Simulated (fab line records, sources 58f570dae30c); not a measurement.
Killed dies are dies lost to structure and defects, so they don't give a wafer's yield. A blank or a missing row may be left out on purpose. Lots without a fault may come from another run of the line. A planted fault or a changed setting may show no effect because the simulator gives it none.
One fault seen from 2 desks | flow berkeley_cmos170 | each desk has only its own numbers; what lay behind them comes last

THE TOOL OWNER'S DESK: implanter-01
The tool's own readings at UCB170_NLDD_IMPLANT_08: means of the sampled wafers that have a number, for each lot that ran on this tool. A lot is out of limits, marked OUT, if its mean lies more than 4 standard deviations from the usual mean; the brackets give that distance.
Columns: A = beam_energy_keV at UCB170_NLDD_IMPLANT_08, usual 30.001
lot  | first seen here | A
L861 | day 6 03:17     | 30.010
L863 | day 7 06:19     | 30.007
L864 | day 7 07:05     | 30.005
L868 | day 8 10:31     | 29.986
L869 | day 8 11:10     | 29.999
L871 | day 8 19:46     | 29.996
L876 | day 10 06:28    | 40.505 (+99 or more) OUT
L881 | day 10 20:07    | 40.499 (+99 or more) OUT
This desk's finding: out of limits on L876, L881; first on L876, day 10 06:28 (beam_energy_keV at UCB170_NLDD_IMPLANT_08). In limits: L861, L863, L864, L868, L869, L871.

THE METROLOGY DESK
What the gauges read, lot by lot, whatever tool the lot ran on: means of the sampled wafers that have a number. A lot is out of limits, marked OUT, if its mean lies more than 4 standard deviations from the usual mean; the brackets give that distance.
Columns: A = NLDD_TW at UCB170_NLDD_TW_MEAS_11, usual 2203; B = NLDD_RS at UCB170_SDANNEAL_RS_MEAS_05, usual 615.4 ohm/sq
lot  | first seen here | A               | B
L861 | day 6 03:41     | 2238            | 614.7
L862 | day 6 19:54     | 2210            | 614.9
L863 | day 7 06:43     | 2231            | 616.7
L865 | day 7 06:56     | 2235            | 614.1
L864 | day 7 07:29     | 2235            | 612.8
L867 | day 8 04:59     | 2181            | 617.4
L868 | day 8 10:54     | 2187            | 616.9
L869 | day 8 11:32     | 2222            | 616.4
L871 | day 8 20:08     | 2188            | 616.2
L876 | day 10 06:52    | 2314 (+5.8) OUT | 576.7 (-28) OUT
L883 | day 10 20:23    | 2198            | 616.2
L881 | day 10 20:31    | 2299 (+5.1) OUT | 575.5 (-29) OUT
L882 | day 10 20:38    | 2203            | 615.0
L884 | day 11 05:26    | 2195            | 614.8
This desk's finding: out of limits on L876, L881; first on L876, day 10 06:52 (NLDD_TW at UCB170_NLDD_TW_MEAS_11). In limits: L861, L862, L863, L865, L864, L867, L868, L869, L871, L883, L882, L884.

PUT TOGETHER
The tool owner's desk could have raised an alarm at day 10 06:28, on L876, L881.
The metrology desk could have raised an alarm at day 10 06:52, on L876, L881.
Of the lots named, all ran UCB170_NLDD_IMPLANT_08 on implanter-01.

WHAT THE SIMULATOR HAD PUT IN
Process parameter drift: implanter-01, from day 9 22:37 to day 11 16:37, at UCB170_NLDD_IMPLANT_08. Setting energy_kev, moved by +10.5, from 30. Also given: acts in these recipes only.
Lots struck among those shown: L876, L881.
Hours from the fault's start to each desk's first reading out of limits: the tool owner's desk, 8; the metrology desk, 8.
